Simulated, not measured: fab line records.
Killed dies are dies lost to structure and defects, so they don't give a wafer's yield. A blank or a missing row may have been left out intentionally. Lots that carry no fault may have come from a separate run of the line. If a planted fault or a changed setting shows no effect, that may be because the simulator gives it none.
A struck lot beside a sound one	flow rit_cmos	28 out of 202 route steps
Sound: the wafers L348.1, L348.4, L348.6. Wafers struck: L351.3, L351.5, L351.6. The cause comes at the end.
At each step with rows: each side's tool, then ch and its chambers, then its first start. Under that, the readings that differ: sound wafers	struck wafers	difference of the means	sigmas: that difference in standard deviations of wafers without a fault.
alike: a reading whose means differ by less than 2 such deviations, as well as words and numbers matching on both sides. not compared: withheld readings; readings where some wafer has no value; bounds like >300 that might hide an equal value; numbers whose values overlap and for which the record gives no deviation.
Wherever a step has rows on one side only, a row that says differs or no value, or a row with sigmas, the two part there. Numbers that don't overlap but have no deviation are shown without sigmas and don't part them. A reading that every wafer of one side lacks parts them only if that side has two wafers or more.

RIT_ACTIVE_BOW_MEAS_00:
  sound on film_metro-04 at day 2 16:00; struck on film_metro-03 at day 3 07:02
  alike: INCOMING_BOW
RIT_ACTIVE_OXIDATION_01: target thk 46.8 nm, ox time 3360 s.
  sound on furnace-03 ch 0, day 2 17:31; struck on furnace-03 ch 0, day 3 08:23
reading	sound	struck	difference	sigmas
spike_tc_centre_C (C)	1005.4 1004.8 1004.9	1029.9 1030.2 1029.1	+24.7	+10
spike_tc_load_C (C)	1029.3 1028.1 1029.6	1055.7 1054.8 1054.1	+25.9	+14
spike_tc_source_C (C)	1025.7 1024.7 1025.5	1049.9 1050.2 1048.8	+24.3	+12
tube_center_temp_C (C)	1000.1 999.96 999.87	1024.9 1025 1025	+25.0	+99 or more
tube_center_temp_C_max	1003.7 1002.8 1002.9	1027.7 1027.1 1027.2	+24.2	+56
model.SiO2_of_ACTIVE_OXIDATION_01.thk_nm (nm)	46.18 46.43 46.66	57.83 58.7 58.14	+11.80	
  alike: zone_power_centre_pct
RIT_ACTIVE_THK_MEAS_02:
  sound on film_metro-04 at day 2 19:26; struck on film_metro-04 at day 3 10:20
reading	sound	struck	difference	sigmas
ACTIVE_OXIDE_THK (nm)	46.2 46.4 46.7	57.8 58.7 58.2	+11.8	+16
then, 1 step without rows for these wafers: RIT_ACTIVE_CVD_03 (deposits Si3N4 from SiH2Cl2/NH3, target thk 150 nm, time 1500 s).
RIT_ACTIVE_THK_MEAS_04:
  sound on film_metro-01 at day 2 20:56; struck on film_metro-04 at day 3 12:32
  alike: ACTIVE_NITRIDE_THK
then, 6 steps without rows for these wafers: RIT_ACTIVE_HMDS_05 (prime time 60 s); RIT_ACTIVE_COAT_06 (resist thk 1000 nm); RIT_ACTIVE_SOFTBAKE_07 (time 60 s); RIT_ACTIVE_EXPOSE_08 (exposes mask M1, target cd 1400 nm); RIT_ACTIVE_PEB_09; RIT_ACTIVE_DEVELOP_10 (develop time 50 s).
RIT_ACTIVE_CD_MEAS_11: target cd 1400 nm.
  sound on cd_sem-01 at day 2 21:50; struck on cd_sem-01 at day 3 13:35
  alike: cd_nm
then, 1 step without rows for these wafers: RIT_ACTIVE_HARDBAKE_12 (time 60 s).
RIT_ACTIVE_ETCH_13: etches Si3N4 in SF6, stops on SiO2, time 210 s, target depth 210 nm.
  sound on rie_diel-04 ch 0,1,2, day 2 22:07; struck on rie_diel-04 ch 1,2,3, day 3 13:49
  alike: SF6_flow_sccm, drypump_motor_current_A, oes_product_au, throttle_valve_pct
  not compared: rf_hours_counter_h
RIT_ACTIVE_STRIP_14: strips in O2, time 180 s.
  sound on plasma_asher-01 ch 0,1, day 2 22:14; struck on plasma_asher-01 ch 0,1, day 3 14:01
  alike: drypump_motor_current_A
  not compared: rf_hours_counter_h
RIT_ACTIVE_CD_MEAS_90: target cd 1400 nm.
  sound on cd_sem-02 at day 2 22:25; struck on cd_sem-02 at day 3 14:10
  alike: cd_nm
then, 4 steps without rows for these wafers: RIT_ACTIVE_CLEAN_15 (cleans in SC1, time 600 s); RIT_ACTIVE_CLEAN_16 (cleans in dHF, time 30 s); RIT_ACTIVE_CLEAN_17 (cleans in SC2, time 600 s); RIT_FOX1_OXIDATION_00 (target thk 350.7 nm, ox time 1130 s).
RIT_FOX1_THK_MEAS_01:
  sound on film_metro-04 at day 3 04:53; struck on film_metro-04 at day 3 16:47
  alike: FOX1_OXIDE_THK
then, 2 steps without rows for these wafers: RIT_FOX1_WET_ETCH_02 (etches SiO2 in BOE, target depth 350 nm, time 390 s); RIT_FOX2_OXIDATION_00 (target thk 350.7 nm, ox time 1130 s).
RIT_FOX2_THK_MEAS_01:
  sound on film_metro-02 at day 3 08:23; struck on film_metro-01 at day 3 18:17
  alike: FOX2_OXIDE_THK
then, 1 step without rows for these wafers: RIT_FOX2_CLEAN_02 (cleans in dHF, time 171.4 s).
RIT_FOX2_WET_ETCH_03: etches Si3N4 in H3PO4, target depth 195 nm, time 2700 s.
  sound on wet_bench-04 ch 2, day 3 08:31; struck on wet_bench-03 ch 2, day 3 18:23
reading	sound	struck	difference	sigmas
model.SiO2_of_ACTIVE_OXIDATION_01.thk_nm (nm)	40.87 41.23 39.61	49.6 52.07 49.58	+9.8	
RIT_FOX2_THK_MEAS_90:
  sound on film_metro-02 at day 3 09:16; struck on film_metro-02 at day 3 19:14
  alike: FIELD_OXIDE_LEFT_1_THK
then, 1 step without rows for these wafers: RIT_M1_PROBE_99.

## WHERE THEY PART
Earliest at RIT_ACTIVE_OXIDATION_01; latest, in this record, at RIT_ACTIVE_THK_MEAS_02. Later steps at which nothing parts them and some readings are alike: RIT_ACTIVE_THK_MEAS_04, RIT_ACTIVE_CD_MEAS_11, RIT_ACTIVE_ETCH_13, RIT_ACTIVE_STRIP_14, RIT_ACTIVE_CD_MEAS_90, RIT_FOX1_THK_MEAS_01, RIT_FOX2_THK_MEAS_01, RIT_FOX2_THK_MEAS_90.

WHY: whatever the simulator had introduced
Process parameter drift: furnace-03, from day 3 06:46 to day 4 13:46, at RIT_ACTIVE_OXIDATION_01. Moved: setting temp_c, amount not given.
